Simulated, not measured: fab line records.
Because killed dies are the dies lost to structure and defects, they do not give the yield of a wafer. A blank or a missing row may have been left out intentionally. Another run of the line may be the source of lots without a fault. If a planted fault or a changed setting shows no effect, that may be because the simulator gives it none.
Which tool is to blame? / flow berkeley cmos170 / 38 wafers from 14 lots sampled at 6 of the route's 331 steps

== WHAT THE GAUGES READ, wafer by wafer ==
UCB170_M1_THK_MEAS_02: measures by xrf.
lot=L482; measured=day 7 02:43; on=film metro-03; M1_AL_THK (nm)=585 580 582
lot=L484; measured=day 7 02:58; on=film metro-01; M1_AL_THK (nm)=580 589 583
lot=L483; measured=day 7 03:14; on=film metro-01; M1_AL_THK (nm)=604 602 602
lot=L487; measured=day 7 20:56; on=film metro-03; M1_AL_THK (nm)=599 602 599
lot=L486; measured=day 7 21:31; on=film metro-02; M1_AL_THK (nm)=597 593 594
lot=L494; measured=day 9 00:17; on=film metro-02; M1_AL_THK (nm)=587
lot=L491; measured=day 9 01:51; on=film metro-02; M1_AL_THK (nm)=584
lot=L495; measured=day 9 23:02; on=film metro-02; M1_AL_THK (nm)=584 576 573
lot=L496; measured=day 10 05:52; on=film metro-02; M1_AL_THK (nm)=576 580 579
lot=L498; measured=day 10 09:56; on=film metro-01; M1_AL_THK (nm)=584 591 590
lot=L500; measured=day 10 16:04; on=film metro-03; M1_AL_THK (nm)=587 588 585
lot=L502; measured=day 11 08:34; on=film metro-02; M1_AL_THK (nm)=584 588 592
lot=L503; measured=day 11 08:46; on=film metro-02; M1_AL_THK (nm)=590 592 587
lot=L505; measured=day 11 15:38; on=film metro-02; M1_AL_THK (nm)=592 592 598

UCB170_M1_OVL_MEAS_10.
lot=L482; measured=day 7 03:44; on=overlay-01; M1_OVL (nm)=-8 -7 -7
lot=L484; measured=day 7 04:08; on=overlay-01; M1_OVL (nm)=-3 -5 -3
lot=L483; measured=day 7 04:25; on=overlay-02; M1_OVL (nm)=-13 -9 -2
lot=L487; measured=day 7 21:58; on=overlay-01; M1_OVL (nm)=-6 -4 -7
lot=L486; measured=day 7 22:43; on=overlay-02; M1_OVL (nm)=-1 2 2
lot=L494; measured=day 9 01:25; on=overlay-01; M1_OVL (nm)=9
lot=L491; measured=day 9 03:15; on=overlay-02; M1_OVL (nm)=-15
lot=L495; measured=day 10 00:15; on=overlay-02; M1_OVL (nm)=16 2 11
lot=L496; measured=day 10 06:56; on=overlay-02; M1_OVL (nm)=-2 -5 -6
lot=L498; measured=day 10 11:28; on=overlay-01; M1_OVL (nm)=2 9 1
lot=L500; measured=day 10 17:21; on=overlay-02; M1_OVL (nm)=-6 2 0
lot=L502; measured=day 11 09:44; on=overlay-01; M1_OVL (nm)=-12 0 -4
lot=L503; measured=day 11 09:48; on=overlay-02; M1_OVL (nm)=-11 -4 -1
lot=L505; measured=day 11 16:46; on=overlay-01; M1_OVL (nm)=-6 -9 -9

UCB170_V1_CD_MEAS_90: target cd 700 nm.
lot=L482; measured=day 7 11:43; on=cd sem-02; cd nm (nm)=700.5 702.1 701.6
lot=L484; measured=day 7 12:13; on=cd sem-02; cd nm (nm)=698.0 695.4 696.2
lot=L483; measured=day 7 12:30; on=cd sem-02; cd nm (nm)=699.5 699.9 697.8
lot=L487; measured=day 8 06:33; on=cd sem-01; cd nm (nm)=698.3 699.3 701.0
lot=L486; measured=day 8 06:14; on=cd sem-01; cd nm (nm)=698.2 698.8 698.4
lot=L494; measured=day 9 07:10; on=cd sem-02; cd nm (nm)=703.8
lot=L491; measured=day 9 10:19; on=cd sem-01; cd nm (nm)=703.4
lot=L495; measured=day 10 08:52; on=cd sem-02; cd nm (nm)=699.9 702.0 701.6
lot=L496; measured=day 10 13:38; on=cd sem-01; cd nm (nm)=699.9 699.1 698.9
lot=L498; measured=day 10 18:48; on=cd sem-02; cd nm (nm)=701.8 699.9 701.8
lot=L500; measured=day 11 00:23; on=cd sem-02; cd nm (nm)=700.1 699.4 700.1
lot=L502; measured=day 11 20:05; on=cd sem-01; cd nm (nm)=697.8 697.9 698.7
lot=L503; measured=day 11 19:48; on=cd sem-01; cd nm (nm)=698.8 700.3 700.2
lot=L505; measured=day 12 00:20; on=cd sem-02; cd nm (nm)=701.0 699.8 701.8

== EACH LOT AND THE TOOL THAT RAN IT (in order: tool; ch and the chambers of the sampled wafers; start) ==
lot=L482; UCB170_M1_METAL_ETCH_12=rie metal-04 ch 0, day 7 03:53; UCB170_V1_ETCH_14=rie diel-02 ch 0,2,3, day 7 11:24; UCB170_V1_STRIP_15=plasma asher-03 ch 0,1, day 7 11:37
lot=L484; UCB170_M1_METAL_ETCH_12=rie metal-02 ch 0, day 7 04:13; UCB170_V1_ETCH_14=rie diel-03 ch 0,2, day 7 11:57; UCB170_V1_STRIP_15=plasma asher-03 ch 0,1, day 7 12:07
lot=L483; UCB170_M1_METAL_ETCH_12=rie metal-03 ch 0,1, day 7 04:29; UCB170_V1_ETCH_14=rie diel-02 ch 0,3, day 7 12:12; UCB170_V1_STRIP_15=plasma asher-01 ch 0,1, day 7 12:23
lot=L487; UCB170_M1_METAL_ETCH_12=rie metal-03 ch 0,1, day 7 22:02; UCB170_V1_ETCH_14=rie diel-04 ch 0,3, day 8 06:16; UCB170_V1_STRIP_15=plasma asher-01 ch 0,1, day 8 06:27
lot=L486; UCB170_M1_METAL_ETCH_12=rie metal-04 ch 0,1, day 7 22:47; UCB170_V1_ETCH_14=rie diel-03 ch 0,1, day 8 05:58; UCB170_V1_STRIP_15=plasma asher-04 ch 0,1, day 8 06:08
lot=L494; UCB170_M1_METAL_ETCH_12=rie metal-03 ch 1, day 9 01:32; UCB170_V1_ETCH_14=rie diel-03 ch 0, day 9 06:50; UCB170_V1_STRIP_15=plasma asher-01 ch 1, day 9 07:03
lot=L491; UCB170_M1_METAL_ETCH_12=rie metal-04 ch 0, day 9 03:23; UCB170_V1_ETCH_14=rie diel-03 ch 0, day 9 10:03; UCB170_V1_STRIP_15=plasma asher-03 ch 1, day 9 10:12
lot=L495; UCB170_M1_METAL_ETCH_12=rie metal-03 ch 0,1, day 10 00:19; UCB170_V1_ETCH_14=rie diel-04 ch 1,2,3, day 10 08:35; UCB170_V1_STRIP_15=plasma asher-01 ch 0,1, day 10 08:46
lot=L496; UCB170_M1_METAL_ETCH_12=rie metal-04 ch 1, day 10 07:01; UCB170_V1_ETCH_14=rie diel-02 ch 1,2,3, day 10 13:22; UCB170_V1_STRIP_15=plasma asher-01 ch 0,1, day 10 13:32
lot=L498; UCB170_M1_METAL_ETCH_12=rie metal-02 ch 0,1, day 10 11:32; UCB170_V1_ETCH_14=rie diel-02 ch 1,2, day 10 18:30; UCB170_V1_STRIP_15=plasma asher-04 ch 0,1, day 10 18:41
lot=L500; UCB170_M1_METAL_ETCH_12=rie metal-04 ch 0,1, day 10 17:26; UCB170_V1_ETCH_14=rie diel-02 ch 1,3, day 11 00:06; UCB170_V1_STRIP_15=plasma asher-01 ch 0,1, day 11 00:17
lot=L502; UCB170_M1_METAL_ETCH_12=rie metal-03 ch 0, day 11 09:54; UCB170_V1_ETCH_14=rie diel-02 ch 1,3, day 11 19:47; UCB170_V1_STRIP_15=plasma asher-04 ch 0,1, day 11 19:59
lot=L503; UCB170_M1_METAL_ETCH_12=rie metal-02 ch 1, day 11 09:53; UCB170_V1_ETCH_14=rie diel-04 ch 1,2, day 11 19:30; UCB170_V1_STRIP_15=plasma asher-03 ch 0,1, day 11 19:41
lot=L505; UCB170_M1_METAL_ETCH_12=rie metal-02 ch 0,1, day 11 16:53; UCB170_V1_ETCH_14=rie diel-04 ch 2,3, day 12 00:01; UCB170_V1_STRIP_15=plasma asher-01 ch 0,1, day 12 00:13
- UCB170_M1_METAL_ETCH_12: etches Al in Cl2/BCl3, stops on PSG, target depth 780 nm, time 130 s.
- UCB170_V1_ETCH_14: etches SiO2 in CHF3/CF4/Ar, stops on Al, target depth 1250 nm, time 291 s.
- UCB170_V1_STRIP_15: strips in O2.

== WHAT THE TOOLS THEMSELVES READ (means of the sampled wafers that have a number; where no wafer has one, the mark that the record gives instead) ==
UCB170_M1_METAL_ETCH_12.
lot=L482; tool=rie metal-04; drypump motor current A (A)=4.9; oes product au (a.u.)=0.848; rf fwd power W (W)=597.9; throttle valve pct (%)=24.49
lot=L484; tool=rie metal-02; drypump motor current A (A)=5.9; oes product au (a.u.)=0.855; rf fwd power W (W)=598.9; throttle valve pct (%)=24.29
lot=L483; tool=rie metal-03; drypump motor current A (A)=5.4; oes product au (a.u.)=0.849; rf fwd power W (W)=597.4; throttle valve pct (%)=24.44
lot=L487; tool=rie metal-03; drypump motor current A (A)=5.4; oes product au (a.u.)=0.856; rf fwd power W (W)=595.6; throttle valve pct (%)=24.45
lot=L486; tool=rie metal-04; drypump motor current A (A)=5.6; oes product au (a.u.)=0.856; rf fwd power W (W)=598.3; throttle valve pct (%)=24.64
lot=L494; tool=rie metal-03; drypump motor current A (A)=5.8; oes product au (a.u.)=0.849; rf fwd power W (W)=596.9; throttle valve pct (%)=24.53
lot=L491; tool=rie metal-04; drypump motor current A (A)=4.9; oes product au (a.u.)=0.847; rf fwd power W (W)=598.1; throttle valve pct (%)=24.49
lot=L495; tool=rie metal-03; drypump motor current A (A)=5.4; oes product au (a.u.)=0.841; rf fwd power W (W)=598.2; throttle valve pct (%)=24.44
lot=L496; tool=rie metal-04; drypump motor current A (A)=5.9; oes product au (a.u.)=0.839; rf fwd power W (W)=595.5; throttle valve pct (%)=24.72
lot=L498; tool=rie metal-02; drypump motor current A (A)=5.9; oes product au (a.u.)=0.850; rf fwd power W (W)=597.6; throttle valve pct (%)=24.16
lot=L500; tool=rie metal-04; drypump motor current A (A)=5.6; oes product au (a.u.)=0.842; rf fwd power W (W)=597.7; throttle valve pct (%)=24.63
lot=L502; tool=rie metal-03; drypump motor current A (A)=5.2; oes product au (a.u.)=0.847; rf fwd power W (W)=596.7; throttle valve pct (%)=24.40
lot=L503; tool=rie metal-02; drypump motor current A (A)=5.8; oes product au (a.u.)=0.836; rf fwd power W (W)=596.2; throttle valve pct (%)=23.90
lot=L505; tool=rie metal-02; drypump motor current A (A)=5.8; oes product au (a.u.)=0.848; rf fwd power W (W)=598.8; throttle valve pct (%)=24.03

UCB170_V1_ETCH_14.
lot=L482; tool=rie diel-02; CHF3_flow_sccm (sccm)=45.00; cf4 flow sccm (sccm)=14.98; drypump motor current A (A)=5.6; mfc ar sccm (sccm)=150.0; oes product au (a.u.)=0.872; rf fwd power W (W)=699.3; throttle valve pct (%)=6.97
lot=L484; tool=rie diel-03; CHF3_flow_sccm (sccm)=45.12; cf4 flow sccm (sccm)=15.02; drypump motor current A (A)=5.9; mfc ar sccm (sccm)=150.2; oes product au (a.u.)=0.894; rf fwd power W (W)=696.4; throttle valve pct (%)=6.94
lot=L483; tool=rie diel-02; CHF3_flow_sccm (sccm)=44.97; cf4 flow sccm (sccm)=14.98; drypump motor current A (A)=5.2; mfc ar sccm (sccm)=150.2; oes product au (a.u.)=0.870; rf fwd power W (W)=700.1; throttle valve pct (%)=7.01
lot=L487; tool=rie diel-04; CHF3_flow_sccm (sccm)=45.11; cf4 flow sccm (sccm)=15.03; drypump motor current A (A)=5.8; mfc ar sccm (sccm)=149.9; oes product au (a.u.)=0.887; rf fwd power W (W)=697.9; throttle valve pct (%)=6.89
lot=L486; tool=rie diel-03; CHF3_flow_sccm (sccm)=44.93; cf4 flow sccm (sccm)=14.99; drypump motor current A (A)=6.3; mfc ar sccm (sccm)=149.8; oes product au (a.u.)=0.873; rf fwd power W (W)=698.1; throttle valve pct (%)=6.93
lot=L494; tool=rie diel-03; CHF3_flow_sccm (sccm)=45.02; cf4 flow sccm (sccm)=15.01; drypump motor current A (A)=6.0; mfc ar sccm (sccm)=150.2; oes product au (a.u.)=0.883; rf fwd power W (W)=699.1; throttle valve pct (%)=6.86
lot=L491; tool=rie diel-03; CHF3_flow_sccm (sccm)=45.19; cf4 flow sccm (sccm)=15.02; drypump motor current A (A)=6.0; mfc ar sccm (sccm)=150.1; oes product au (a.u.)=0.889; rf fwd power W (W)=697.7; throttle valve pct (%)=6.87
lot=L495; tool=rie diel-04; CHF3_flow_sccm (sccm)=45.13; cf4 flow sccm (sccm)=14.95; drypump motor current A (A)=5.7; mfc ar sccm (sccm)=149.6; oes product au (a.u.)=0.880; rf fwd power W (W)=698.1; throttle valve pct (%)=7.01
lot=L496; tool=rie diel-02; CHF3_flow_sccm (sccm)=44.90; cf4 flow sccm (sccm)=15.00; drypump motor current A (A)=5.7; mfc ar sccm (sccm)=149.9; oes product au (a.u.)=0.868; rf fwd power W (W)=696.6; throttle valve pct (%)=6.99
lot=L498; tool=rie diel-02; CHF3_flow_sccm (sccm)=44.93; cf4 flow sccm (sccm)=14.97; drypump motor current A (A)=6.1; mfc ar sccm (sccm)=150.0; oes product au (a.u.)=0.883; rf fwd power W (W)=695.8; throttle valve pct (%)=6.97
lot=L500; tool=rie diel-02; CHF3_flow_sccm (sccm)=44.96; cf4 flow sccm (sccm)=14.96; drypump motor current A (A)=5.7; mfc ar sccm (sccm)=149.8; oes product au (a.u.)=0.882; rf fwd power W (W)=698.9; throttle valve pct (%)=7.00
lot=L502; tool=rie diel-02; CHF3_flow_sccm (sccm)=45.21; cf4 flow sccm (sccm)=15.02; drypump motor current A (A)=5.3; mfc ar sccm (sccm)=150.1; oes product au (a.u.)=0.874; rf fwd power W (W)=699.6; throttle valve pct (%)=7.02
lot=L503; tool=rie diel-04; CHF3_flow_sccm (sccm)=45.13; cf4 flow sccm (sccm)=15.03; drypump motor current A (A)=5.4; mfc ar sccm (sccm)=150.3; oes product au (a.u.)=0.876; rf fwd power W (W)=697.2; throttle valve pct (%)=7.04
lot=L505; tool=rie diel-04; CHF3_flow_sccm (sccm)=45.00; cf4 flow sccm (sccm)=14.96; drypump motor current A (A)=5.3; mfc ar sccm (sccm)=149.9; oes product au (a.u.)=0.877; rf fwd power W (W)=699.7; throttle valve pct (%)=6.94

UCB170_V1_STRIP_15.
lot=L482; tool=plasma asher-03; drypump motor current A (A)=5.59; oes product au (a.u.)=0.721; strip time to endpoint s (s)=15.31
lot=L484; tool=plasma asher-03; drypump motor current A (A)=5.70; oes product au (a.u.)=0.721; strip time to endpoint s (s)=15.37
lot=L483; tool=plasma asher-01; drypump motor current A (A)=5.86; oes product au (a.u.)=0.722; strip time to endpoint s (s)=15.45
lot=L487; tool=plasma asher-01; drypump motor current A (A)=5.88; oes product au (a.u.)=0.722; strip time to endpoint s (s)=15.49
lot=L486; tool=plasma asher-04; drypump motor current A (A)=5.84; oes product au (a.u.)=0.723; strip time to endpoint s (s)=15.39
lot=L494; tool=plasma asher-01; drypump motor current A (A)=5.84; oes product au (a.u.)=0.716; strip time to endpoint s (s)=13.28
lot=L491; tool=plasma asher-03; drypump motor current A (A)=5.48; oes product au (a.u.)=0.720; strip time to endpoint s (s)=13.10
lot=L495; tool=plasma asher-01; drypump motor current A (A)=5.88; oes product au (a.u.)=0.722; strip time to endpoint s (s)=15.52
lot=L496; tool=plasma asher-01; drypump motor current A (A)=5.88; oes product au (a.u.)=0.723; strip time to endpoint s (s)=15.28
lot=L498; tool=plasma asher-04; drypump motor current A (A)=5.87; oes product au (a.u.)=0.722; strip time to endpoint s (s)=15.31
lot=L500; tool=plasma asher-01; drypump motor current A (A)=5.87; oes product au (a.u.)=0.726; strip time to endpoint s (s)=15.30
lot=L502; tool=plasma asher-04; drypump motor current A (A)=5.86; oes product au (a.u.)=0.718; strip time to endpoint s (s)=15.47
lot=L503; tool=plasma asher-03; drypump motor current A (A)=5.72; oes product au (a.u.)=0.722; strip time to endpoint s (s)=15.54
lot=L505; tool=plasma asher-01; drypump motor current A (A)=5.87; oes product au (a.u.)=0.722; strip time to endpoint s (s)=15.52

== THE ANSWER, worked out from the rows above alone ==
Rule: what is usual is taken from the lots themselves. Put in order of their means at a reading, lots are off if they are a third of the lots or fewer, leave a main group of 4 or more, and stand apart from it by a gap of 3 or more times the standard deviation of the main group's means; of several such gaps the widest counts. The tables above print the reading to a certain number of digits; a main group whose means all agree to those digits is not used. A lot without any number at a reading at which 4 lots or more have one is off too. Where the step has rows for the other lots, those lots are counted as sound. First the gauges in route order, then the tools' own readings, where a lot's mean is used as printed above. At the first step where some lot is off, the reading lying furthest off is the one used; lots without a number count as furthest.
Off: L494, L491, at UCB170_V1_STRIP_15 (strip time to endpoint s). Mean 15.41 s and standard deviation 0.093 in the main group.
If a tool, at that step or one of the process steps before it, ran each lot that is off and ran no sound lot following the first of them, it fits. One fits: UCB170_V1_ETCH_14 on rie diel-03. Its last sound lot is L486 (day 8 05:58), its first lot that is off L494 (day 9 06:50): a fault that began between those two fits.

== WHAT THE SIMULATOR PUT IN ==
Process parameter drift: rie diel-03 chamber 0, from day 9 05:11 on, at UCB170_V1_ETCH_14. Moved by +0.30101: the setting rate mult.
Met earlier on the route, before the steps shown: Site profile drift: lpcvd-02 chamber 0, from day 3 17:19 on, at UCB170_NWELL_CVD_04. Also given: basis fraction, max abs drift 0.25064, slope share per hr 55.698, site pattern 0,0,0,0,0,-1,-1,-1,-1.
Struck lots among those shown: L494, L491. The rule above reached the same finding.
